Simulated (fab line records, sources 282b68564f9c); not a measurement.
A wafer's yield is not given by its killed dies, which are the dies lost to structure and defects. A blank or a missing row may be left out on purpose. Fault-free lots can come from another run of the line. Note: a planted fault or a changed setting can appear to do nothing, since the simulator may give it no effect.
Comparing a struck lot with a sound one | flow rit cmos | 16 steps out of a route of 202
Sound: wafers L369.1, L369.3, L369.4. Wafers struck: L381.1, L381.2, L381.5. The cause is named last.
For every step that has rows: the tool of each side, followed by ch and its chambers, followed by its first start. Under that, the readings that differ: sound wafers | struck wafers | difference of the means | sigmas: that difference in standard deviations of wafers without a fault.
alike: readings whose means differ by less than 2 such deviations, and words and numbers that are the same on both sides. not compared: withheld readings, readings that some wafer has no value for, bounds like >300 that may hide the same value, and numbers for which the record gives no deviation and whose values overlap.
The two part at a step that has a row with sigmas, a row that says differs or no value, or rows on one side only. Non-overlapping numbers with no deviation appear without sigmas and do not part them. Lack of a reading on every wafer of one side parts them only where that side has two or more wafers.

RIT_ACTIVE_BOW_MEAS_00:
  sound on film metro-02, day 2 01:00; struck on film metro-01, day 4 13:00
  alike: INCOMING_BOW
then, 1 step without rows for these wafers: RIT_ACTIVE_OXIDATION_01 (target thk 46.8 nm, ox time 3360 s).
RIT_ACTIVE_THK_MEAS_02:
  sound on film metro-02, day 2 03:03; struck on film metro-01, day 4 17:26
  alike: ACTIVE_OXIDE_THK
then, 1 step without rows for these wafers: RIT_ACTIVE_CVD_03 (deposits Si3N4 from SiH2Cl2/NH3, target thk 150 nm, time 1500 s).
RIT_ACTIVE_THK_MEAS_04:
  sound on film metro-04, day 2 04:32; struck on film metro-04, day 4 18:55
  alike: ACTIVE_NITRIDE_THK
then, 1 step without rows for these wafers: RIT_ACTIVE_HMDS_05 (prime time 60 s).
RIT_ACTIVE_COAT_06: resist thk 1000 nm.
  sound on litho track-03 ch 0, day 2 04:44; struck on litho track-03 ch 0, day 4 19:07
  reading                                     | sound            | struck            | difference | sigmas
  model.NOVOLAK_of_ACTIVE_COAT_06.thk nm (nm) | 997.8 1001 999.3 | 480.8 480.4 479.8 | -519.0     |
  alike: dispense pressure kPa
then, 4 steps without rows for these wafers: RIT_ACTIVE_SOFTBAKE_07 (time 60 s); RIT_ACTIVE_EXPOSE_08 (exposes mask M1, target cd 1400 nm); RIT_ACTIVE_PEB_09; RIT_ACTIVE_DEVELOP_10 (develop time 50 s).
RIT_ACTIVE_CD_MEAS_11: the cd target is 1400 nm.
  sound on cd sem-01, day 2 05:34; struck on cd sem-01, day 4 20:05
  reading    | sound                | struck               | difference | sigmas
  cd nm (nm) | 1395.5 1396.9 1397.4 | 1326.8 1332.3 1331.4 | -66.4      | -27
then, 1 step without rows for these wafers: RIT_ACTIVE_HARDBAKE_12 (time 60 s).
RIT_ACTIVE_ETCH_13: etches Si3N4 in SF6, stops on SiO2, time 210 s, target depth 210 nm.
  sound on rie diel-02 ch 0,1,2, day 2 05:50; struck on rie diel-03 ch 0,2, day 4 20:21
  reading                                     | sound             | struck            | difference | sigmas
  model.NOVOLAK_of_ACTIVE_COAT_06.thk nm (nm) | 646.7 650.3 643.9 | 202.3 187.6 188.2 | -454.3     |
  model.ACTIVE.cd nm (nm)                     | 1395 1397 1397    | 1327 1332 1331    | -66        |
  alike: SF6_flow_sccm, drypump motor current A, oes product au, throttle valve pct
  not compared: rf hours counter h
RIT_ACTIVE_STRIP_14: strips in O2, time 180 s.
  sound on plasma asher-03 ch 0,1, day 2 05:58; struck on plasma asher-03 ch 0,1, day 4 20:29
  alike: drypump motor current A, rf refl power W
  not compared: rf hours counter h
RIT_M1_PROBE_99:
  sound on prober-01, day 4 07:15; struck on prober-01, day 6 18:12
  reading                             | sound             | struck          | difference | sigmas
  model.etest.nplus sal.width nm (nm) | 3446 3460 3480    | 3431 3427 3420  | -36        |
  model.etest.pplus sal.width nm (nm) | 3466 3458 3450    | 3410 3405 3426  | -44        |
  model.etest.nldd.width nm (nm)      | 3252 3218 3239    | 3164 3173 3179  | -64        |
  model.etest.pldd.width nm (nm)      | 3229 3207 3220    | 3166 3181 3164  | -48        |
  model.etest.nmos narrow.drive ua um | 234.6 231.8 237.7 | 224.4 229.8 224 | -8.6       |
  alike: killed at contacts, killed at front end, killed dies, killed on rim, killed open, killed short
  not compared: model.etest.pmos narrow.drive ua um, model.etest.nplus sal.line ohm um, model.etest.pplus sal.line ohm um

WHERE THEY PART
Only at RIT_ACTIVE_CD_MEAS_11, within this record. Later steps at which nothing parts them and some readings are alike: RIT_ACTIVE_ETCH_13, RIT_ACTIVE_STRIP_14, RIT_M1_PROBE_99.

WHY: what the simulator had put in
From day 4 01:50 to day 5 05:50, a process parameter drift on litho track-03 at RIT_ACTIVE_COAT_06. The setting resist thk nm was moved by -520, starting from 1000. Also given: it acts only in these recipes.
